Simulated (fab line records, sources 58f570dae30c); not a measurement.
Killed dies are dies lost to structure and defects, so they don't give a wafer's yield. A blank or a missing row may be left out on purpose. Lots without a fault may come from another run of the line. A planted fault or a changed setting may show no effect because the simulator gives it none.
One fault seen from 2 desks | flow berkeley_cmos170 | each desk has only its own numbers; what lay behind them comes last

THE TOOL OWNER'S DESK: implanter-03
The tool's own readings at UCB170_PSD_IMPLANT_08: means of the sampled wafers that have a number, for each lot that ran on this tool. A lot is out of limits, marked OUT, if its mean lies more than 4 standard deviations from the usual mean; the brackets give that distance.
Columns: A = beam_on_s at UCB170_PSD_IMPLANT_08, usual 10.03 s; B = dose_ions_cm2 at UCB170_PSD_IMPLANT_08, usual 3e+15; C = faraday_current_uA at UCB170_PSD_IMPLANT_08, usual 9236
lot  | first seen here | A               | B                       | C
L446 | day 7 17:04     | 10.25           | 3e+15                   | 9045
L445 | day 7 17:10     | 10.04           | 3e+15                   | 9250
L447 | day 8 07:46     | 10.13           | 3e+15                   | 9142
L452 | day 9 10:05     | 10.36           | 3e+15                   | 8950
L456 | day 9 10:36     | 10.16           | 3e+15                   | 9097
L459 | day 10 17:00    | 10.13           | 3e+15                   | 9145
L464 | day 11 08:49    | 14.45 (+22) OUT | 5e+15 (+99 or more) OUT | 11499 (+13) OUT
L466 | day 12 08:23    | 14.37 (+22) OUT | 5e+15 (+99 or more) OUT | 11605 (+13) OUT
This desk's finding: out of limits on L464, L466; first on L464, day 11 08:49 (beam_on_s at UCB170_PSD_IMPLANT_08). In limits: L446, L445, L447, L452, L456, L459.

THE METROLOGY DESK
What the gauges read, lot by lot, whatever tool the lot ran on: means of the sampled wafers that have a number. A lot is out of limits, marked OUT, if its mean lies more than 4 standard deviations from the usual mean; the brackets give that distance.
Columns: A = PSD_TW at UCB170_PSD_TW_MEAS_10, usual 2311; B = PSD_RS at UCB170_SDANNEAL_RS_MEAS_02, usual 75.63 ohm/sq
lot  | first seen here | A              | B
L446 | day 7 17:17     | 2337           | 75.42
L445 | day 7 17:25     | 2281           | 75.58
L450 | day 8 07:43     | 2308           | 75.53
L448 | day 8 07:50     | 2283           | 75.82
L447 | day 8 08:01     | 2312           | 75.30
L453 | day 9 10:02     | 2295           | 75.54
L452 | day 9 10:19     | 2312           | 76.06
L456 | day 9 10:51     | 2347           | 75.48
L457 | day 9 16:25     | 2299           | 75.26
L459 | day 10 17:15    | 2335           | 75.82
L462 | day 10 22:44    | 2329           | 75.53
L464 | day 11 09:04    | 2758 (+22) OUT | 54.96 (-69) OUT
L463 | day 11 09:07    | 2328           | 75.56
L466 | day 12 08:37    | 2776 (+23) OUT | 54.94 (-69) OUT
This desk's finding: out of limits on L464, L466; first on L464, day 11 09:04 (PSD_TW at UCB170_PSD_TW_MEAS_10). In limits: L446, L445, L450, L448, L447, L453, L452, L456, L457, L459, L462, L463.

PUT TOGETHER
The tool owner's desk could have raised an alarm at day 11 08:49, on L464, L466.
The metrology desk could have raised an alarm at day 11 09:04, on L464, L466.
Of the lots named, all ran UCB170_PSD_IMPLANT_08 on implanter-03.

WHAT THE SIMULATOR HAD PUT IN
Process parameter drift: implanter-03, from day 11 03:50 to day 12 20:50, at UCB170_PSD_IMPLANT_08. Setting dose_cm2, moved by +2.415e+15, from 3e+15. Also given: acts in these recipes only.
Lots struck among those shown: L464, L466.
Hours from the fault's start to each desk's first reading out of limits: the tool owner's desk, 5; the metrology desk, 5.
